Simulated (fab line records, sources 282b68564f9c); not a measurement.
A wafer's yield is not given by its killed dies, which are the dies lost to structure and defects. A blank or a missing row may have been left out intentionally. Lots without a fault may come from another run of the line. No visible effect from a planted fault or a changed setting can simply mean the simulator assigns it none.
Which tool was responsible? + flow ritCmos + 14 lots with 42 wafers sampled at 5 steps, on a route of 202 steps

## WHAT EACH GAUGE READ, for each wafer
RIT_ACTIVE_THK_MEAS_02. Usual: ACTIVE_OXIDE_THK gives 42.8 nm (standard deviation 0.87).
| lot  | measured    | on           | ACTIVE_OXIDE_THK (nm) | flag |
|------|-------------|--------------|-----------------------|------|
| L935 | day 1 17:07 | filmMetro-02 | 40.7 41.7 41.7        |      |
| L936 | day 1 17:08 | filmMetro-03 | 42.2 42.1 43.3        |      |
| L937 | day 1 23:33 | filmMetro-04 | 43.1 43.1 42.7        |      |
| L938 | day 2 05:23 | filmMetro-02 | 43.7 43.7 44.3        |      |
| L940 | day 2 13:35 | filmMetro-02 | 42.3 42.6 42.4        |      |
| L941 | day 2 18:52 | filmMetro-04 | 44.2 44.3 44.0        |      |
| L942 | day 3 01:07 | filmMetro-03 | 43.6 43.1 42.9        |      |
| L943 | day 3 04:33 | filmMetro-04 | 43.0 42.0 42.8        |      |
| L944 | day 3 09:29 | filmMetro-03 | 43.0 42.9 42.8        |      |
| L948 | day 4 06:41 | filmMetro-03 | 42.5 42.8 42.9        |      |
| L950 | day 4 15:54 | filmMetro-03 | 42.8 42.1 42.0        |      |
| L952 | day 5 02:01 | filmMetro-03 | 42.6 43.3 42.7        |      |
| L954 | day 5 13:25 | filmMetro-04 | 41.8 41.9 41.7        |      |
| L957 | day 6 02:17 | filmMetro-04 | 42.2 42.0 42.3        |      |

RIT_PWELL_TW_MEAS_10. Usual: PWELL_TW gives 951 (standard deviation 6.8).
| lot  | measured    | on           | PWELL_TW    | flag |
|------|-------------|--------------|-------------|------|
| L935 | day 2 07:40 | filmMetro-01 | 955 960 956 |      |
| L936 | day 2 07:57 | filmMetro-04 | 947 952 952 |      |
| L937 | day 2 15:55 | filmMetro-01 | 957 959 960 |      |
| L938 | day 2 17:36 | filmMetro-04 | 949 942 940 |      |
| L940 | day 3 02:56 | filmMetro-04 | 943 943 947 |      |
| L941 | day 3 07:54 | filmMetro-04 | 940 946 952 |      |
| L942 | day 3 14:58 | filmMetro-04 | 945 940 945 |      |
| L943 | day 3 22:36 | filmMetro-02 | 888 883 887 | OFF  |
| L944 | day 3 22:31 | filmMetro-01 | 961 960 957 |      |
| L948 | day 4 17:14 | filmMetro-02 | 882 881 881 | OFF  |
| L950 | day 5 08:17 | filmMetro-04 | 947 948 951 |      |
| L952 | day 5 15:38 | filmMetro-04 | 944 942 942 |      |
| L954 | day 6 01:52 | filmMetro-02 | 948 953 951 |      |
| L957 | day 6 16:08 | filmMetro-01 | 956 963 953 |      |

RIT_WELLDRIVE_RS_MEAS_02: a four-point-probe measurement. Usual: PWELL_RS gives 429.1 ohm/sq (standard deviation 1.2).
| lot  | measured    | on           | PWELL_RS (ohm/sq) | flag |
|------|-------------|--------------|-------------------|------|
| L935 | day 2 15:14 | filmMetro-04 | 430.8 429.7 431.3 |      |
| L936 | day 2 15:15 | filmMetro-01 | 429.2 428.6 429.4 |      |
| L937 | day 2 21:35 | filmMetro-04 | 428.9 428.4 430.2 |      |
| L938 | day 3 00:04 | filmMetro-04 | 429.1 428.6 428.8 |      |
| L940 | day 3 08:13 | filmMetro-02 | 428.6 431.0 429.8 |      |
| L941 | day 3 14:54 | filmMetro-02 | 428.9 426.8 426.8 |      |
| L942 | day 3 20:54 | filmMetro-04 | 427.1 428.5 427.0 |      |
| L943 | day 4 05:16 | filmMetro-01 | 497.2 498.0 497.5 | OFF  |
| L944 | day 4 03:47 | filmMetro-01 | 429.3 429.1 428.7 |      |
| L948 | day 4 23:10 | filmMetro-01 | 499.9 501.5 500.1 | OFF  |
| L950 | day 5 14:35 | filmMetro-02 | 427.1 426.4 426.6 |      |
| L952 | day 5 21:25 | filmMetro-04 | 428.9 429.2 428.4 |      |
| L954 | day 6 08:26 | filmMetro-01 | 429.7 428.8 431.1 |      |
| L957 | day 6 22:26 | filmMetro-04 | 429.8 429.0 429.9 |      |

RIT_GATE_OVL_MEAS_17. Usual: GATE_OVL gives 0.8 nm (standard deviation 1.4).
| lot  | measured    | on         | GATE_OVL (nm)  | flag |
|------|-------------|------------|----------------|------|
| L935 | day 3 02:05 | overlay-01 | 0.1 0.0 1.8    |      |
| L936 | day 3 04:05 | overlay-02 | -2.2 2.2 0.8   |      |
| L937 | day 3 05:54 | overlay-01 | 0.9 0.0 -0.6   |      |
| L938 | day 3 10:24 | overlay-01 | -1.8 0.1 -0.5  |      |
| L940 | day 3 19:35 | overlay-01 | -0.5 -3.0 -0.6 |      |
| L941 | day 3 23:28 | overlay-02 | 1.5 2.1 3.0    |      |
| L942 | day 4 10:47 | overlay-01 | -0.1 1.1 2.1   |      |
| L943 | day 4 14:00 | overlay-02 | 0.0 0.1 -1.6   |      |
| L944 | day 4 12:23 | overlay-01 | -0.3 0.5 0.3   |      |
| L948 | day 5 12:07 | overlay-01 | -1.6 0.4 0.0   |      |
| L950 | day 6 00:16 | overlay-01 | 1.1 0.4 0.3    |      |
| L952 | day 6 06:47 | overlay-02 | -0.1 1.9 1.9   |      |
| L954 | day 6 16:26 | overlay-02 | 2.2 1.9 3.1    |      |
| L957 | day 7 07:14 | overlay-02 | 1.1 0.8 0.0    |      |

## TOOL THAT RAN EACH LOT (tool first, then ch and the chambers of the sampled wafers, then the start)
| lot  | RIT_PWELL_IMPLANT_08           |
|------|--------------------------------|
| L935 | implanter-04 ch 0, day 2 07:22 |
| L936 | implanter-02 ch 0, day 2 07:39 |
| L937 | implanter-03 ch 0, day 2 15:38 |
| L938 | implanter-02 ch 0, day 2 17:17 |
| L940 | implanter-03 ch 0, day 3 02:37 |
| L941 | implanter-02 ch 0, day 3 07:37 |
| L942 | implanter-02 ch 0, day 3 14:38 |
| L943 | implanter-02 ch 0, day 3 22:17 |
| L944 | implanter-03 ch 0, day 3 22:13 |
| L948 | implanter-02 ch 0, day 4 16:56 |
| L950 | implanter-03 ch 0, day 5 07:58 |
| L952 | implanter-04 ch 0, day 5 15:20 |
| L954 | implanter-03 ch 0, day 6 01:35 |
| L957 | implanter-04 ch 0, day 6 15:51 |
- RIT_PWELL_IMPLANT_08

## AS READ BY THE TOOLS THEMSELVES (means over the sampled wafers that have a number; for cases with no such wafer, the mark the record gives instead)
RIT_PWELL_IMPLANT_08. Usual: doseIonsCm2 7.002e+13, standard deviation 6.6e+10; faradayCurrentUA 222, standard deviation 4.3.
| lot  | tool         | doseIonsCm2 | faradayCurrentUA | flag |
|------|--------------|-------------|------------------|------|
| L935 | implanter-04 | 7.007e+13   | 224              |      |
| L936 | implanter-02 | 7.000e+13   | 224              |      |
| L937 | implanter-03 | 7.004e+13   | 222              |      |
| L938 | implanter-02 | 7.003e+13   | 220              |      |
| L940 | implanter-03 | 7.001e+13   | 221              |      |
| L941 | implanter-02 | 6.996e+13   | 226              |      |
| L942 | implanter-02 | 7.003e+13   | 221              |      |
| L943 | implanter-02 | 5.525e+13   | 178              | OFF  |
| L944 | implanter-03 | 7.008e+13   | 226              |      |
| L948 | implanter-02 | 5.530e+13   | 174              | OFF  |
| L950 | implanter-03 | 6.997e+13   | 223              |      |
| L952 | implanter-04 | 6.997e+13   | 223              |      |
| L954 | implanter-03 | 7.007e+13   | 221              |      |
| L957 | implanter-04 | 7.001e+13   | 224              |      |

## THE ANSWER, worked out from the rows above alone
Rule: a lot counts as off when the mean over its wafers that have a number is more than 3 standard deviations away from the usual mean. Also off: a lot with no number at a reading for which 4 or more lots have one. All remaining lots with rows at the step are treated as sound. First the gauges in route order, then the tools' own readings, where a lot's mean is used as printed above. The first step at which some lot is off is used, and at that step the reading that is off furthest; a lot without a number counts as furthest.
Off: at RIT_PWELL_TW_MEAS_10 (PWELL_TW), L943, L948.
If a tool, at a process step before that reading, ran all the lots that are off and no sound lot after the first of them, it fits. The gauges at RIT_PWELL_TW_MEAS_10 aren't tried: what is off there is off at RIT_WELLDRIVE_RS_MEAS_02 too, on other tools, and a gauge's error can't cause that. One candidate fits, namely implanter-02 at RIT_PWELL_IMPLANT_08. A fault onset in the window from L942 (day 3 14:38, its last sound lot) to L943 (day 3 22:17, its first lot off) fits.
The tool's own readings at RIT_PWELL_IMPLANT_08 bear it out: on the lots that are off they differ by more than 5 times the standard deviation of the sound lots' means. doseIonsCm2 reads 5.528e+13 there against 7.002e+13 on the sound lots; faradayCurrentUA reads 176 there against 223 on the sound lots.

## WHAT HAD BEEN PUT IN BY THE SIMULATOR
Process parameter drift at RIT_PWELL_IMPLANT_08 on implanter-02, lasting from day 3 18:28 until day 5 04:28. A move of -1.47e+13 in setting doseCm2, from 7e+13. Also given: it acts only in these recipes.
Lots struck among those shown: L943, L948. Same finding as the rule above.
